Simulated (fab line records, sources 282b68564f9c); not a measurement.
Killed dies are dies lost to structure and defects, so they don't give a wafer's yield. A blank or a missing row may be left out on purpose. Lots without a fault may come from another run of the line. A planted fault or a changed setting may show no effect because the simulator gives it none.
Split-lot experiment | flow rit_cmos | 5 lots, 23 wafers read, on a route of 202 steps

THE SPLIT
At RIT_PLDD_IMPLANT_08, the setting energy_kev was moved away from the recipe's 20 on 6 of the 23 wafers read, by -5.4% to -2.9%. The other wafers ran this setting at the recipe's value.

FROM THE SPLIT TO THE READING: what the file shows between them, 8 steps
- RIT_NSD_IMPLANT_08 (also split here: dose_cm2)
- RIT_NSD_STRIP_09: strips in O2, time 180 s
- RIT_NSD_TW_MEAS_10
- RIT_SDANNEAL_CLEAN_00: cleans in SC1, time 600 s (also split here: temp_c)
- RIT_SDANNEAL_CLEAN_01: cleans in dHF, time 30 s
- RIT_SDANNEAL_CLEAN_02: cleans in SC2, time 600 s
- RIT_SDANNEAL_RTA_03: time 5 s
- RIT_SDANNEAL_RS_MEAS_05: measures by four-point-probe

THE READING
PLDD_RS, in ohm/sq, at RIT_SDANNEAL_RS_MEAS_06 (measures by four-point-probe). Fault-free wafers of this fab line usually give 178.9 ohm/sq, standard deviation 0.51 ohm/sq.

wafer  | tool, chamber at the split | energy_kev as run | against the recipe | PLDD_RS, ohm/sq | against lot-mates on the recipe
L077.1 | implanter-02, 0            | 20                | recipe             | 178.6           | -
L077.2 | implanter-02, 0            | 20                | recipe             | 178.0           | -
L077.3 | implanter-02, 0            | 19.31             | -3.5%              | 181.1           | +2.6
L077.5 | implanter-02, 0            | 20                | recipe             | 178.8           | -
L077.6 | implanter-02, 0            | 19.31             | -3.5%              | 180.2           | +1.7
L079.1 | implanter-04, 0            | 18.92             | -5.4%              | 182.8           | +3.5
L079.2 | implanter-04, 0            | 20                | recipe             | 179.1           | -
L079.3 | implanter-04, 0            | 18.92             | -5.4%              | 182.5           | +3.2
L079.4 | implanter-04, 0            | 20                | recipe             | 179.3           | -
L079.6 | implanter-04, 0            | 20                | recipe             | 179.5           | -
L080.1 | implanter-02, 0            | 20                | recipe             | 178.4           | -
L080.2 | implanter-02, 0            | 19.41             | -2.9%              | 180.1           | +1.8
L080.3 | implanter-02, 0            | 19.41             | -2.9%              | 180.0           | +1.7
L080.4 | implanter-02, 0            | 20                | recipe             | 178.4           | -
L080.5 | implanter-02, 0            | 20                | recipe             | 178.0           | -
L081.2 | implanter-04, 0            | 20                | recipe             | 178.4           | -
L081.3 | implanter-04, 0            | 20                | recipe             | 178.8           | -
L081.5 | implanter-04, 0            | 20                | recipe             | 178.9           | -
L082.2 | implanter-04, 0            | 20                | recipe             | 178.5           | -
L082.3 | implanter-04, 0            | 20                | recipe             | 178.7           | -
L082.4 | implanter-04, 0            | 20                | recipe             | 178.5           | -
L082.5 | implanter-04, 0            | 20                | recipe             | 178.8           | -
L082.6 | implanter-04, 0            | 20                | recipe             | 178.8           | -

THE FIT
A straight line over all 23 wafers: PLDD_RS changes by -0.659 ohm/sq for each +1% of energy_kev; r = -0.94; the points scatter about the line by 0.45 ohm/sq.
The same after taking each lot's own level away (the mean of its wafers on the recipe; 23 wafers): -0.621 ohm/sq for each +1%; r = -0.98; scatter 0.24 ohm/sq.
On that fit, the largest move of energy_kev shifts the reading by 3.4 ohm/sq.
The lots' own levels span 178.27 to 179.30 ohm/sq, that is 2.0 times the standard deviation above.
So the lot-to-lot level changes the slope little: the two slopes agree.
Check: with one of the wafers moved furthest among these (-5.4%) left out of the fit, the line predicts +3.29 ohm/sq for it against its lot-mates. It came out at +3.5 ohm/sq against them.

OTHER SPLITS ON THESE WAFERS
These wafers also went through other splits before the reading. Each is held against what the fit with the lots' levels taken away leaves over:
other split on the same wafers     | wafers away from the commonest value | r with PLDD_RS (lot level and that fit taken away)
RIT_GATE_EXPOSE_13 dose_mj         | 9                                    | +0.37
RIT_GATE_ETCH_19 over_etch_frac    | 7                                    | +0.07
RIT_NLDD_COAT_01 resist_thk_nm     | 8                                    | -0.21
RIT_NLDD_DEVELOP_05 develop_time_s | 10                                   | -0.03
RIT_NSD_IMPLANT_08 dose_cm2        | 7                                    | +0.29
RIT_SDANNEAL_CLEAN_00 temp_c       | 15                                   | +0.00

THE WHOLE CHAIN: every reading that the file lists as answering this split, in the file's order
step                    | what it does                 | reading                                                         | change (the file's fit)               | r (the file's)
RIT_PLDD_IMPLANT_08     |                              | implant.rp_nm (the simulator's own value, which no gauge read)  | +0.137 nm for each +1% of the setting | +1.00
RIT_PLDD_IMPLANT_08     |                              | implant.drp_nm (the simulator's own value, which no gauge read) | +0.069 nm for each +1% of the setting | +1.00
RIT_SDANNEAL_RS_MEAS_06 | measures by four-point-probe | PLDD_RS                                                         | -0.617 for each +1% of the setting    | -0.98

THE FILE'S OWN FIT
PLDD_RS changes by -0.617 ohm/sq for each +1% of energy_kev, r = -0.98.
